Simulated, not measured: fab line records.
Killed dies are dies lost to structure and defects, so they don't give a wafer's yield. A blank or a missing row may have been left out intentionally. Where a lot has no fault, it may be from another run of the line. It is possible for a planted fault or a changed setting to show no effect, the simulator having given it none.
Code-filled problem report in 8D (eight disciplines) form + flow berkeley_cmos170 + the parts of the form that need people (team, actions taken, sign-off) are left out

1. WHAT WENT WRONG
Mean of cd_nm at UCB170_M2_CD_MEAS_15: 691.4 nm across 6 wafers in 2 lots; on wafers with no fault it is 699.8 nm (standard deviation 1.2). Relative to the usual mean, that is a shift of -7.0 standard deviations.
The step: target cd 700 nm.
Earliest sighting: wafer L186.1 on cd_sem-02 at day 11 23:25. At this step, 42 wafers from 14 lots have a number in the record. Rule for "out" (also "out of limits"): further than 4 standard deviations from the usual mean. All remaining wafers that have a number are taken as sound.

2. WHAT IT IS, AND WHAT IT ISN'T
| question                    | is                     | is not                                                                 |
|-----------------------------|------------------------|------------------------------------------------------------------------|
| which readings at this step | cd_nm                  | -                                                                      |
| which lots                  | L186, L188             | L171, L172, L173, L174, L175, L177, L178, L179, L181, L182, L183, L189 |
| which wafers of those lots  | all that have a number | -                                                                      |
| read on which gauges        | cd_sem-01, cd_sem-02   | -                                                                      |
| when                        | from day 11 23:25      | up to then (33 sound wafers); but 3 sound wafers of L189 came after    |

3. WHAT RULES OUT EACH SUSPECT
Counting: a tool at any process step up to the reading remains a suspect when it ran all the lots that are out and ran no sound lot after the first of those.
- the gauge at UCB170_M2_CD_MEAS_15 is ruled out. Those wafers that are out were read across 2 gauges (cd_sem-01, cd_sem-02).
- krf_scanner-02 at UCB170_M2_EXPOSE_12 (exposes mask METAL2, target cd 700 nm): kept. It ran every lot that is out, first L186 (day 11 22:55), and no sound lot after that; its last sound lot up to then is L182 (day 11 07:02). Its own exposure_dose_mJ_cm2 readings are out on those wafers.
Left after counting: krf_scanner-02 at UCB170_M2_EXPOSE_12.

4. THE CAUSE (what the simulator had put in)
Scanner matching overlay: krf_scanner-02, from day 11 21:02 on, at UCB170_M2_EXPOSE_12. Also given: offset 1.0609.
Only this tool survived the counting.

5. SEQUENCE OF EFFECTS, ordered by route
Each row: a reading whose mean over the struck wafers that have a number lies more than 3 standard deviations from the usual. Only readings whose record carries a usual standard deviation are examined. hours: median over the lots of the time between each lot's start at the first step of this table that gives one and its start at this step. sigmas: the change, counted in usual standard deviations.
| hours | step                 | reading              | usual    | on struck wafers | change | sigmas |
|-------|----------------------|----------------------|----------|------------------|--------|--------|
| 0     | UCB170_M2_EXPOSE_12  | exposure_dose_mJ_cm2 | 25.994   | 27.200           | +1.206 | +46    |
| 0     | UCB170_M2_CD_MEAS_15 | cd_nm                | 699.8 nm | 691.4            | -8.4   | -7.0   |
It contains these process steps:
- UCB170_M2_EXPOSE_12: exposes mask METAL2, target cd 700 nm.
At these later measuring or inspecting steps, every struck wafer for which the step has a row has a number for every such reading, and none has moved that far: UCB170_V2_CD_MEAS_90.

6. WHAT WOULD HAVE CAUGHT IT SOONER
The first out-of-limits reading at a measuring or inspecting step in this record came at day 11 23:25, 2 hours after the fault's start at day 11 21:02.
The tool's own readings at UCB170_M2_EXPOSE_12 were out on every struck wafer that the step has a row for (exposure_dose_mJ_cm2): an alarm limit on them would have fired on the first of those.
Among the 2 lots that are out, L188 began UCB170_M2_EXPOSE_12 on krf_scanner-02 after day 11 23:25. Putting the tool on hold at that point would have spared it.
